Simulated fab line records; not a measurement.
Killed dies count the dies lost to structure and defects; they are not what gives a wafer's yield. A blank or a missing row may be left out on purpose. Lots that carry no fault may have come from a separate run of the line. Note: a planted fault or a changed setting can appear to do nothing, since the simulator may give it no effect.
Comparing a struck lot with a sound one ; flow berkeley cmos170 ; 14 steps out of a route of 331
Sound: these wafers, L916.4, L916.5, L916.6. Struck: wafers L921.1, L921.2, L921.4. The cause comes at the end.
At each step with rows: each side's tool, then ch and its chambers, then its first start. Under that, the readings that differ: sound wafers ; struck wafers ; difference of the means ; sigmas: that difference in standard deviations of wafers without a fault.
alike: a reading whose means differ by less than 2 such deviations, as well as words and numbers matching on both sides. not compared: withheld readings; readings where some wafer has no value; bounds like >300 that might hide an equal value; numbers whose values overlap and for which the record gives no deviation.
A row with sigmas, a row that says differs or no value, or rows on one side alone: a step with any of these is where the two part. When numbers do not overlap yet have no deviation, they are printed without sigmas and do not part them. Lack of a reading on every wafer of one side parts them only where that side has two or more wafers.

UCB170_M2_METAL_ETCH_18: etches Al in Cl2/BCl3, stops on SiO2, target depth 1170 nm, time 195 s.
  sound on rie metal-01 ch 0,1, day 9 15:16; struck on rie metal-01 ch 0,1, day 10 04:19
  alike: drypump motor current A, oes product au, throttle valve pct
  not compared: rf hours counter h
UCB170_M2_STRIP_19: strips in O2.
  sound on plasma asher-02 ch 0,1, day 9 15:26; struck on plasma asher-01 ch 0,1, day 10 04:31
  alike: drypump motor current A, o2 flow sccm, oes product au
  not compared: rf hours counter h
UCB170_M2_CD_MEAS_90 targets a cd of 700 nm.
  struck on cd sem-01, day 10 04:43; sound on cd sem-01, day 9 15:33
  alike: cd nm
UCB170_V2_CVD_00: deposits SiO2 from TEOS/O2, target thk 2000 nm, time 250 s.
  sound on pecvd-04 ch 0,1,2, day 9 15:41; struck on pecvd-04 ch 0,2, day 10 04:50
  alike: heater power w, susceptor temp C
UCB170_V2_THK_MEAS_01:
  struck on film metro-03, day 10 05:01; sound on film metro-02, day 9 15:48
  alike: V2_TEOS_THK
UCB170_V2_CMP_02: polishes SiO2.
  sound on cmp-01 ch 0,1,3, day 9 15:59; struck on cmp-01 ch 0,2,3, day 10 05:07
  alike: edge zone pressure frac, motor current A
UCB170_V2_BOW_MEAS_03:
  struck on film metro-04, day 10 05:22; sound on film metro-04, day 9 16:11
  alike: V2_BOW
UCB170_V2_THK_MEAS_04:
  struck on film metro-04, day 10 05:29; sound on film metro-04, day 9 16:17
  alike: V2_POLISHED_THK
then, 4 steps without rows for these wafers: UCB170_V2_CLEAN_05 (cleans in DIW); UCB170_V2_HMDS_06 (prime time 60 s); UCB170_V2_COAT_07 (resist thk 900 nm); UCB170_V2_SOFTBAKE_08 (time 60 s).
UCB170_V2_EXPOSE_09: exposes mask VIA2, target cd 700 nm.
  struck on krf scanner-02, day 10 06:32; sound on krf scanner-02 ch 0, day 9 17:31
  no value came back on the struck wafers for exposure dose mJ cm2, focus offset nm (nm), stage vel mm s (mm/s); on the sound wafers exposure dose mJ cm2 reads 36.96 36.99 36.91
  alike: mask
next, for these wafers, 1 step has no rows: UCB170_V2_PEB_10.

WHERE THEY PART
Only at UCB170_V2_EXPOSE_09, within this record.

WHY: what the simulator had put in
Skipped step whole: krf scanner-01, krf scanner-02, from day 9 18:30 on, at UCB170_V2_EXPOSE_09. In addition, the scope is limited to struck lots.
